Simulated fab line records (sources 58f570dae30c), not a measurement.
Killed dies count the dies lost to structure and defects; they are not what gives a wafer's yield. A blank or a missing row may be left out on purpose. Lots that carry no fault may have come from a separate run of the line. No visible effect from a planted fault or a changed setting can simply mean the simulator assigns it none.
The tool behind it: which one? / flow berkeley_cmos170 / 7 lots, 21 wafers sampled, at 3 steps of a route of 331

== WHAT EACH GAUGE READ, for each wafer ==
UCB170_M3_RS_MEAS_02: measures by four-point-probe.
lot=L566; measured=day 8 17:52; on=film_metro-04; M3_AL_RS (ohm/sq)=0.0322 0.0326 0.0318
lot=L568; measured=day 9 02:58; on=film_metro-04; M3_AL_RS (ohm/sq)=0.0326 0.0326 0.0327
lot=L571; measured=day 10 11:41; on=film_metro-01; M3_AL_RS (ohm/sq)=0.0324 0.0328 0.0325
lot=L574; measured=day 10 12:49; on=film_metro-04; M3_AL_RS (ohm/sq)=0.0321 0.0326 0.0326
lot=L582; measured=day 12 06:19; on=film_metro-03; M3_AL_RS (ohm/sq)=0.0330 0.0322 0.0325
lot=L586; measured=day 12 23:18; on=film_metro-01; M3_AL_RS (ohm/sq)=0.0322 0.0327 0.0329
lot=L588; measured=day 13 14:24; on=film_metro-01; M3_AL_RS (ohm/sq)=0.0322 0.0327 0.0323

== WHICH TOOL RAN EACH LOT (tool, then ch and the chambers of the sampled wafers, then the start) ==
lot=L566; UCB170_V1_CVD_00=pecvd-03 ch 0,1,2, day 8 09:17; UCB170_M2_COAT_10=litho_track-04 ch 0, day 8 13:00
lot=L568; UCB170_V1_CVD_00=pecvd-02 ch 0,2, day 8 16:46; UCB170_M2_COAT_10=litho_track-04 ch 0, day 8 21:00
lot=L571; UCB170_V1_CVD_00=pecvd-04 ch 0,2, day 9 23:02; UCB170_M2_COAT_10=litho_track-03 ch 0, day 10 07:00
lot=L574; UCB170_V1_CVD_00=pecvd-03 ch 0,1, day 10 04:12; UCB170_M2_COAT_10=litho_track-03 ch 0, day 10 08:00
lot=L582; UCB170_V1_CVD_00=pecvd-02 ch 0,1, day 11 21:37; UCB170_M2_COAT_10=litho_track-03 ch 0, day 12 02:00
lot=L586; UCB170_V1_CVD_00=pecvd-04 ch 1,2, day 12 13:35; UCB170_M2_COAT_10=litho_track-01 ch 0, day 12 19:00
lot=L588; UCB170_V1_CVD_00=pecvd-02 ch 0,2, day 13 05:28; UCB170_M2_COAT_10=litho_track-04 ch 0, day 13 09:00
- UCB170_V1_CVD_00: deposits SiO2 from TEOS/O2, target thk 2000 nm, time 250 s.
- UCB170_M2_COAT_10: resist thk 900 nm.

== THE ANSWER, worked out from the rows above alone ==
Rule: the lots themselves supply what counts as usual. The widest of any qualifying gaps counts: lots, ordered by their means at a reading, are off when they make up no more than a third of the lots, leave a main group of 4 or more, and stand apart from it by 3 or more times the standard deviation of that group's means. A main group whose means are all the same, to the digits that the tables above print for the reading, isn't used. Also off: a lot with no number at a reading for which 4 or more lots have one. The other lots that the step has rows for count as sound.
Across all readings shown, no lot is off: no conclusion can be drawn from this.

== WHAT THE SIMULATOR PUT IN ==
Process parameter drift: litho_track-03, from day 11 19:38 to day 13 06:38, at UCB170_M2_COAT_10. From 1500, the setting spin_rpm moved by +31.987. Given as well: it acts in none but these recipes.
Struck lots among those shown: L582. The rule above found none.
